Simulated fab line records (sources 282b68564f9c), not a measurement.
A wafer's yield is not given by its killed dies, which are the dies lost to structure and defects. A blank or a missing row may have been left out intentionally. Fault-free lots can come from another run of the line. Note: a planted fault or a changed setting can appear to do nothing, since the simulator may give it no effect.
fab line records || flow rit_cmos
[record] {"lots": 15, "wafers": 45, "last_day": 7}
route steps=202 shown GATE@75 FOX2@80
lots that met no fault: taken from a fault-free run of the same line
start_h: start of the lot's first displayed wafer, in hours after the record's first day || wait_h: hours elapsed since this lot's preceding step || " unchanged from the row above || L1.1+2: one row covering several wafers at once || - value missing, or start not given || * or withheld: withheld || < > ~ a bound
route shown NAME@n: NAME is a module with steps in the file, n the number in the route of the first one || usual: mean/standard deviation taken from wafers without a fault || same: alike in all rows || chamber/n: place in a boat || sites: per-site readings || _std_site: the values' standard deviation || _edge_site: the outer-site mean with the inner-site mean subtracted || radius_mm: how far each site lies from the wafer's centre || mask NAME#n: copy n || behind: tool/chamber where the wafer was last shaped || hold: why the lot was held/for how many hours/how that ended || device: transistor that didn't switch, given as n, p or np || end of line: at the end of the route, the tests of the same wafers || a step without rows: its recipe alone || killed: count of dies lost to structure and defects at first sort (not the wafer's yield) || map: a wafer's dies, marking killed ones x, the rest . and places with no die _
set.NAME: the setting as run; set.NAME@STEP: as run at that earlier step || model.NAME: the simulator's own value behind a step, which no gauge read
the route's steps for a sample of lots (tables are steps, rows are wafers)
[[steps]]
[step RIT_GATE_WET_ETCH_00]
[recipe] {"chemistry": "BOE", "target": "SiO2", "target_depth_nm": 56, "time_s": 60, "dry": "n2_spin", "dilution": "10:1", "temp_c": 21.5}
[usual] {"bath_heat_duty_pct": "1.6/0.39", "run_length_s": "88/3.7", "time_s": "60/0"}
{"lot.wafer": "L857.2", "tool": "wet_bench-01", "chamber": 3, "start_h": 36.49, "wait_h": 0.0, "bath_heat_duty_pct": 1.7, "run_length_s": 92, "time_s": 60}
{"lot.wafer": "L857.3", "tool": "wet_bench-01", "chamber": 3, "start_h": 36.49, "wait_h": 0.0, "bath_heat_duty_pct": 0.9, "run_length_s": 92, "time_s": 60}
{"lot.wafer": "L857.4", "tool": "wet_bench-01", "chamber": 3, "start_h": 36.49, "wait_h": 0.0, "bath_heat_duty_pct": 1.8, "run_length_s": 92, "time_s": 60}
{"lot.wafer": "L858.1", "tool": "wet_bench-03", "chamber": 2, "start_h": 42.72, "wait_h": 0.1, "bath_heat_duty_pct": 1.4, "run_length_s": 93, "time_s": 60}
{"lot.wafer": "L858.2", "tool": "wet_bench-03", "chamber": 2, "start_h": 42.72, "wait_h": 0.1, "bath_heat_duty_pct": 1.2, "run_length_s": 93, "time_s": 60}
{"lot.wafer": "L858.5", "tool": "wet_bench-03", "chamber": 2, "start_h": 42.72, "wait_h": 0.1, "bath_heat_duty_pct": 2.0, "run_length_s": 93, "time_s": 60}
{"lot.wafer": "L859.1", "tool": "wet_bench-04", "chamber": 2, "start_h": 47.64, "wait_h": 0.1, "bath_heat_duty_pct": 1.6, "run_length_s": 93, "time_s": 60}
{"lot.wafer": "L859.2", "tool": "wet_bench-04", "chamber": 2, "start_h": 47.64, "wait_h": 0.1, "bath_heat_duty_pct": 2.1, "run_length_s": 93, "time_s": 60}
{"lot.wafer": "L859.6", "tool": "wet_bench-04", "chamber": 2, "start_h": 47.64, "wait_h": 0.1, "bath_heat_duty_pct": 1.2, "run_length_s": 93, "time_s": 60}
{"lot.wafer": "L860.1", "tool": "wet_bench-01", "chamber": 3, "start_h": 53.33, "wait_h": 0.1, "bath_heat_duty_pct": 1.0, "run_length_s": 92, "time_s": 60}
{"lot.wafer": "L860.4", "tool": "wet_bench-01", "chamber": 3, "start_h": 53.33, "wait_h": 0.1, "bath_heat_duty_pct": 1.5, "run_length_s": 92, "time_s": 60}
{"lot.wafer": "L860.5", "tool": "wet_bench-01", "chamber": 3, "start_h": 53.33, "wait_h": 0.1, "bath_heat_duty_pct": 1.1, "run_length_s": 92, "time_s": 60}
{"lot.wafer": "L861.1", "tool": "wet_bench-01", "chamber": 2, "start_h": 57.61, "wait_h": 0.1, "bath_heat_duty_pct": 1.6, "run_length_s": 93, "time_s": 60}
{"lot.wafer": "L861.3", "tool": "wet_bench-01", "chamber": 2, "start_h": 57.61, "wait_h": 0.1, "bath_heat_duty_pct": 1.8, "run_length_s": 93, "time_s": 60}
{"lot.wafer": "L861.4", "tool": "wet_bench-01", "chamber": 2, "start_h": 57.61, "wait_h": 0.1, "bath_heat_duty_pct": 1.4, "run_length_s": 93, "time_s": 60}
{"lot.wafer": "L864.1", "tool": "wet_bench-03", "chamber": 1, "start_h": 71.68, "wait_h": 0.1, "bath_heat_duty_pct": "-", "run_length_s": "-", "time_s": "-"}
{"lot.wafer": "L864.3", "tool": "wet_bench-03", "chamber": 1, "start_h": 71.68, "wait_h": 0.1, "bath_heat_duty_pct": "-", "run_length_s": "-", "time_s": "-"}
{"lot.wafer": "L864.6", "tool": "wet_bench-03", "chamber": 1, "start_h": 71.68, "wait_h": 0.1, "bath_heat_duty_pct": "-", "run_length_s": "-", "time_s": "-"}
{"lot.wafer": "L865.1", "tool": "wet_bench-01", "chamber": 0, "start_h": 77.43, "wait_h": 0.1, "bath_heat_duty_pct": "-", "run_length_s": "-", "time_s": "-"}
{"lot.wafer": "L865.4", "tool": "wet_bench-01", "chamber": 0, "start_h": 77.43, "wait_h": 0.1, "bath_heat_duty_pct": "-", "run_length_s": "-", "time_s": "-"}
{"lot.wafer": "L865.5", "tool": "wet_bench-01", "chamber": 0, "start_h": 77.43, "wait_h": 0.1, "bath_heat_duty_pct": "-", "run_length_s": "-", "time_s": "-"}
{"lot.wafer": "L866.1", "tool": "wet_bench-03", "chamber": 3, "start_h": 81.73, "wait_h": 0.1, "bath_heat_duty_pct": "-", "run_length_s": "-", "time_s": "-"}
{"lot.wafer": "L866.3", "tool": "wet_bench-03", "chamber": 3, "start_h": 81.73, "wait_h": 0.1, "bath_heat_duty_pct": "-", "run_length_s": "-", "time_s": "-"}
{"lot.wafer": "L866.5", "tool": "wet_bench-03", "chamber": 3, "start_h": 81.73, "wait_h": 0.1, "bath_heat_duty_pct": "-", "run_length_s": "-", "time_s": "-"}
{"lot.wafer": "L871.1", "tool": "wet_bench-04", "chamber": 2, "start_h": 106.79, "wait_h": 0.1, "bath_heat_duty_pct": 2.1, "run_length_s": 86, "time_s": 60}
{"lot.wafer": "L871.4", "tool": "wet_bench-04", "chamber": 2, "start_h": 106.79, "wait_h": 0.1, "bath_heat_duty_pct": 2.2, "run_length_s": 86, "time_s": 60}
{"lot.wafer": "L871.6", "tool": "wet_bench-04", "chamber": 2, "start_h": 106.79, "wait_h": 0.1, "bath_heat_duty_pct": 2.1, "run_length_s": 86, "time_s": 60}
{"lot.wafer": "L872.2", "tool": "wet_bench-04", "chamber": 0, "start_h": 112.03, "wait_h": 0.0, "bath_heat_duty_pct": 1.6, "run_length_s": 85, "time_s": 60}
{"lot.wafer": "L872.3", "tool": "wet_bench-04", "chamber": 0, "start_h": 112.03, "wait_h": 0.0, "bath_heat_duty_pct": 1.6, "run_length_s": 85, "time_s": 60}
{"lot.wafer": "L872.4", "tool": "wet_bench-04", "chamber": 0, "start_h": 112.03, "wait_h": 0.0, "bath_heat_duty_pct": 1.2, "run_length_s": 85, "time_s": 60}
{"lot.wafer": "L873.2", "tool": "wet_bench-03", "chamber": 2, "start_h": 116.94, "wait_h": 0.0, "bath_heat_duty_pct": 2.2, "run_length_s": 93, "time_s": 60}
{"lot.wafer": "L873.3", "tool": "wet_bench-03", "chamber": 2, "start_h": 116.94, "wait_h": 0.0, "bath_heat_duty_pct": 2.1, "run_length_s": 93, "time_s": 60}
{"lot.wafer": "L873.6", "tool": "wet_bench-03", "chamber": 2, "start_h": 116.94, "wait_h": 0.0, "bath_heat_duty_pct": 1.7, "run_length_s": 93, "time_s": 60}
{"lot.wafer": "L875.1", "tool": "wet_bench-03", "chamber": 2, "start_h": 127.17, "wait_h": 0.1, "bath_heat_duty_pct": 1.8, "run_length_s": 94, "time_s": 60}
{"lot.wafer": "L875.2", "tool": "wet_bench-03", "chamber": 2, "start_h": 127.17, "wait_h": 0.1, "bath_heat_duty_pct": 1.9, "run_length_s": 94, "time_s": 60}
{"lot.wafer": "L875.6", "tool": "wet_bench-03", "chamber": 2, "start_h": 127.17, "wait_h": 0.1, "bath_heat_duty_pct": 1.9, "run_length_s": 94, "time_s": 60}
{"lot.wafer": "L876.1", "tool": "wet_bench-04", "chamber": 0, "start_h": 130.87, "wait_h": 0.1, "bath_heat_duty_pct": 1.0, "run_length_s": 85, "time_s": 60}
{"lot.wafer": "L876.4", "tool": "wet_bench-04", "chamber": 0, "start_h": 130.87, "wait_h": 0.1, "bath_heat_duty_pct": 1.2, "run_length_s": 85, "time_s": 60}
{"lot.wafer": "L876.6", "tool": "wet_bench-04", "chamber": 0, "start_h": 130.87, "wait_h": 0.1, "bath_heat_duty_pct": 1.1, "run_length_s": 85, "time_s": 60}
{"lot.wafer": "L877.2", "tool": "wet_bench-03", "chamber": 2, "start_h": 136.99, "wait_h": 0.0, "bath_heat_duty_pct": 1.6, "run_length_s": 86, "time_s": 60}
{"lot.wafer": "L877.3", "tool": "wet_bench-03", "chamber": 2, "start_h": 136.99, "wait_h": 0.0, "bath_heat_duty_pct": 2.2, "run_length_s": 86, "time_s": 60}
{"lot.wafer": "L877.4", "tool": "wet_bench-03", "chamber": 2, "start_h": 136.99, "wait_h": 0.0, "bath_heat_duty_pct": 2.4, "run_length_s": 86, "time_s": 60}
{"lot.wafer": "L878.1", "tool": "wet_bench-03", "chamber": 3, "start_h": 141.11, "wait_h": 0.1, "bath_heat_duty_pct": 0.9, "run_length_s": 92, "time_s": 60}
{"lot.wafer": "L878.4", "tool": "wet_bench-03", "chamber": 3, "start_h": 141.11, "wait_h": 0.1, "bath_heat_duty_pct": 2.3, "run_length_s": 92, "time_s": 60}
{"lot.wafer": "L878.5", "tool": "wet_bench-03", "chamber": 3, "start_h": 141.11, "wait_h": 0.1, "bath_heat_duty_pct": 1.8, "run_length_s": 92, "time_s": 60}
[step RIT_FOX2_THK_MEAS_91]
[recipe] {"reads": "SiO2_of_FOX2_OXIDATION_00"}
[usual] {"FIELD_OXIDE_LEFT_2_THK": "254/7.3"}
{"lot.wafer": "L857.2", "tool": "film_metro-04", "chamber": "-", "start_h": 36.92, "wait_h": 0.0, "FIELD_OXIDE_LEFT_2_THK[nm]": 249}
{"lot.wafer": "L857.3", "tool": "film_metro-04", "chamber": "-", "start_h": 36.92, "wait_h": 0.0, "FIELD_OXIDE_LEFT_2_THK[nm]": 255}
{"lot.wafer": "L857.4", "tool": "film_metro-04", "chamber": "-", "start_h": 36.92, "wait_h": 0.0, "FIELD_OXIDE_LEFT_2_THK[nm]": 252}
{"lot.wafer": "L858.1", "tool": "film_metro-03", "chamber": "-", "start_h": 43.19, "wait_h": 0.0, "FIELD_OXIDE_LEFT_2_THK[nm]": 260}
{"lot.wafer": "L858.2", "tool": "film_metro-03", "chamber": "-", "start_h": 43.19, "wait_h": 0.0, "FIELD_OXIDE_LEFT_2_THK[nm]": 260}
{"lot.wafer": "L858.5", "tool": "film_metro-03", "chamber": "-", "start_h": 43.19, "wait_h": 0.0, "FIELD_OXIDE_LEFT_2_THK[nm]": 257}
{"lot.wafer": "L859.1", "tool": "film_metro-04", "chamber": "-", "start_h": 48.09, "wait_h": 0.0, "FIELD_OXIDE_LEFT_2_THK[nm]": 250}
{"lot.wafer": "L859.2", "tool": "film_metro-04", "chamber": "-", "start_h": 48.09, "wait_h": 0.0, "FIELD_OXIDE_LEFT_2_THK[nm]": 247}
{"lot.wafer": "L859.6", "tool": "film_metro-04", "chamber": "-", "start_h": 48.09, "wait_h": 0.0, "FIELD_OXIDE_LEFT_2_THK[nm]": 246}
{"lot.wafer": "L860.1", "tool": "film_metro-01", "chamber": "-", "start_h": 53.75, "wait_h": 0.0, "FIELD_OXIDE_LEFT_2_THK[nm]": 251}
{"lot.wafer": "L860.4", "tool": "film_metro-01", "chamber": "-", "start_h": 53.75, "wait_h": 0.0, "FIELD_OXIDE_LEFT_2_THK[nm]": 255}
{"lot.wafer": "L860.5", "tool": "film_metro-01", "chamber": "-", "start_h": 53.75, "wait_h": 0.0, "FIELD_OXIDE_LEFT_2_THK[nm]": 257}
{"lot.wafer": "L861.1", "tool": "film_metro-04", "chamber": "-", "start_h": 58.05, "wait_h": 0.0, "FIELD_OXIDE_LEFT_2_THK[nm]": 245}
{"lot.wafer": "L861.3", "tool": "film_metro-04", "chamber": "-", "start_h": 58.05, "wait_h": 0.0, "FIELD_OXIDE_LEFT_2_THK[nm]": 245}
{"lot.wafer": "L861.4", "tool": "film_metro-04", "chamber": "-", "start_h": 58.05, "wait_h": 0.0, "FIELD_OXIDE_LEFT_2_THK[nm]": 246}
{"lot.wafer": "L864.1", "tool": "film_metro-01", "chamber": "-", "start_h": 72.10, "wait_h": 0.0, "FIELD_OXIDE_LEFT_2_THK[nm]": 312}
{"lot.wafer": "L864.3", "tool": "film_metro-01", "chamber": "-", "start_h": 72.10, "wait_h": 0.0, "FIELD_OXIDE_LEFT_2_THK[nm]": 318}
{"lot.wafer": "L864.6", "tool": "film_metro-01", "chamber": "-", "start_h": 72.10, "wait_h": 0.0, "FIELD_OXIDE_LEFT_2_THK[nm]": 322}
{"lot.wafer": "L865.1", "tool": "film_metro-04", "chamber": "-", "start_h": 77.85, "wait_h": 0.0, "FIELD_OXIDE_LEFT_2_THK[nm]": 307}
{"lot.wafer": "L865.4", "tool": "film_metro-04", "chamber": "-", "start_h": 77.85, "wait_h": 0.0, "FIELD_OXIDE_LEFT_2_THK[nm]": 311}
{"lot.wafer": "L865.5", "tool": "film_metro-04", "chamber": "-", "start_h": 77.85, "wait_h": 0.0, "FIELD_OXIDE_LEFT_2_THK[nm]": 309}
{"lot.wafer": "L866.1", "tool": "film_metro-01", "chamber": "-", "start_h": 82.14, "wait_h": 0.0, "FIELD_OXIDE_LEFT_2_THK[nm]": 302}
{"lot.wafer": "L866.3", "tool": "film_metro-01", "chamber": "-", "start_h": 82.14, "wait_h": 0.0, "FIELD_OXIDE_LEFT_2_THK[nm]": 304}
{"lot.wafer": "L866.5", "tool": "film_metro-01", "chamber": "-", "start_h": 82.14, "wait_h": 0.0, "FIELD_OXIDE_LEFT_2_THK[nm]": 304}
{"lot.wafer": "L871.1", "tool": "film_metro-01", "chamber": "-", "start_h": 107.21, "wait_h": 0.0, "FIELD_OXIDE_LEFT_2_THK[nm]": 257}
{"lot.wafer": "L871.4", "tool": "film_metro-01", "chamber": "-", "start_h": 107.21, "wait_h": 0.0, "FIELD_OXIDE_LEFT_2_THK[nm]": 253}
{"lot.wafer": "L871.6", "tool": "film_metro-01", "chamber": "-", "start_h": 107.21, "wait_h": 0.0, "FIELD_OXIDE_LEFT_2_THK[nm]": 254}
{"lot.wafer": "L872.2", "tool": "film_metro-03", "chamber": "-", "start_h": 112.48, "wait_h": 0.0, "FIELD_OXIDE_LEFT_2_THK[nm]": 255}
{"lot.wafer": "L872.3", "tool": "film_metro-03", "chamber": "-", "start_h": 112.48, "wait_h": 0.0, "FIELD_OXIDE_LEFT_2_THK[nm]": 246}
{"lot.wafer": "L872.4", "tool": "film_metro-03", "chamber": "-", "start_h": 112.48, "wait_h": 0.0, "FIELD_OXIDE_LEFT_2_THK[nm]": 249}
{"lot.wafer": "L873.2", "tool": "film_metro-03", "chamber": "-", "start_h": 117.40, "wait_h": 0.0, "FIELD_OXIDE_LEFT_2_THK[nm]": 255}
{"lot.wafer": "L873.3", "tool": "film_metro-03", "chamber": "-", "start_h": 117.40, "wait_h": 0.0, "FIELD_OXIDE_LEFT_2_THK[nm]": 260}
{"lot.wafer": "L873.6", "tool": "film_metro-03", "chamber": "-", "start_h": 117.40, "wait_h": 0.0, "FIELD_OXIDE_LEFT_2_THK[nm]": 259}
{"lot.wafer": "L875.1", "tool": "film_metro-04", "chamber": "-", "start_h": 127.59, "wait_h": 0.0, "FIELD_OXIDE_LEFT_2_THK[nm]": 250}
{"lot.wafer": "L875.2", "tool": "film_metro-04", "chamber": "-", "start_h": 127.59, "wait_h": 0.0, "FIELD_OXIDE_LEFT_2_THK[nm]": 253}
{"lot.wafer": "L875.6", "tool": "film_metro-04", "chamber": "-", "start_h": 127.59, "wait_h": 0.0, "FIELD_OXIDE_LEFT_2_THK[nm]": 248}
{"lot.wafer": "L876.1", "tool": "film_metro-03", "chamber": "-", "start_h": 131.29, "wait_h": 0.0, "FIELD_OXIDE_LEFT_2_THK[nm]": 248}
{"lot.wafer": "L876.4", "tool": "film_metro-03", "chamber": "-", "start_h": 131.29, "wait_h": 0.0, "FIELD_OXIDE_LEFT_2_THK[nm]": 250}
{"lot.wafer": "L876.6", "tool": "film_metro-03", "chamber": "-", "start_h": 131.29, "wait_h": 0.0, "FIELD_OXIDE_LEFT_2_THK[nm]": 251}
{"lot.wafer": "L877.2", "tool": "film_metro-01", "chamber": "-", "start_h": 137.41, "wait_h": 0.0, "FIELD_OXIDE_LEFT_2_THK[nm]": 255}
{"lot.wafer": "L877.3", "tool": "film_metro-01", "chamber": "-", "start_h": 137.41, "wait_h": 0.0, "FIELD_OXIDE_LEFT_2_THK[nm]": 250}
{"lot.wafer": "L877.4", "tool": "film_metro-01", "chamber": "-", "start_h": 137.41, "wait_h": 0.0, "FIELD_OXIDE_LEFT_2_THK[nm]": 257}
{"lot.wafer": "L878.1", "tool": "film_metro-03", "chamber": "-", "start_h": 141.55, "wait_h": 0.0, "FIELD_OXIDE_LEFT_2_THK[nm]": 253}
{"lot.wafer": "L878.4", "tool": "film_metro-03", "chamber": "-", "start_h": 141.55, "wait_h": 0.0, "FIELD_OXIDE_LEFT_2_THK[nm]": 245}
{"lot.wafer": "L878.5", "tool": "film_metro-03", "chamber": "-", "start_h": 141.55, "wait_h": 0.0, "FIELD_OXIDE_LEFT_2_THK[nm]": 254}
[[key]]
[first_sign] {"step": "RIT_GATE_WET_ETCH_00", "reading": "tool_record", "direction": "missing"}
[effect] {"step": "RIT_FOX2_THK_MEAS_91", "reading": "FIELD_OXIDE_LEFT_2_THK", "direction": "up", "sigmas": 7.6, "usual": 254, "struck": 310}
met_at RIT_GATE_WET_ETCH_00
struck_lots L864,L865,L866
later_rows_left_out L864.1,L864.3,L864.6,L865.1,L865.4,L865.5,L866.1,L866.3,L866.5
sort_left_out L864.1,L864.3,L864.6,L865.1,L865.4,L865.5,L866.1,L866.3,L866.5
tester_left_out L864,L865,L866
onset_between 57.61 71.68
[fault] {"kind": "skipped_step_whole", "tool": "wet_bench-01,wet_bench-03", "chamber": "-", "onset_h": 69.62, "steps": "RIT_GATE_WET_ETCH_00", "scope": "struck_lots_only"}
// tester_left_out: of these lots the tester's yield and bins aren't shown, on N5 and GAA mostly nor the transistor test; their killed dies are dies lost to structure and defects alone, not to doping, threshold or leakage, so they don't give the yield
// sort_left_out: the simulated sort isn't trusted on such a fault, so these wafers' sort isn't shown, and their yield isn't known
// later_rows_left_out: the simulator's readings of these wafers behind a module that went badly wrong aren't trusted and aren't shown, but for the sort
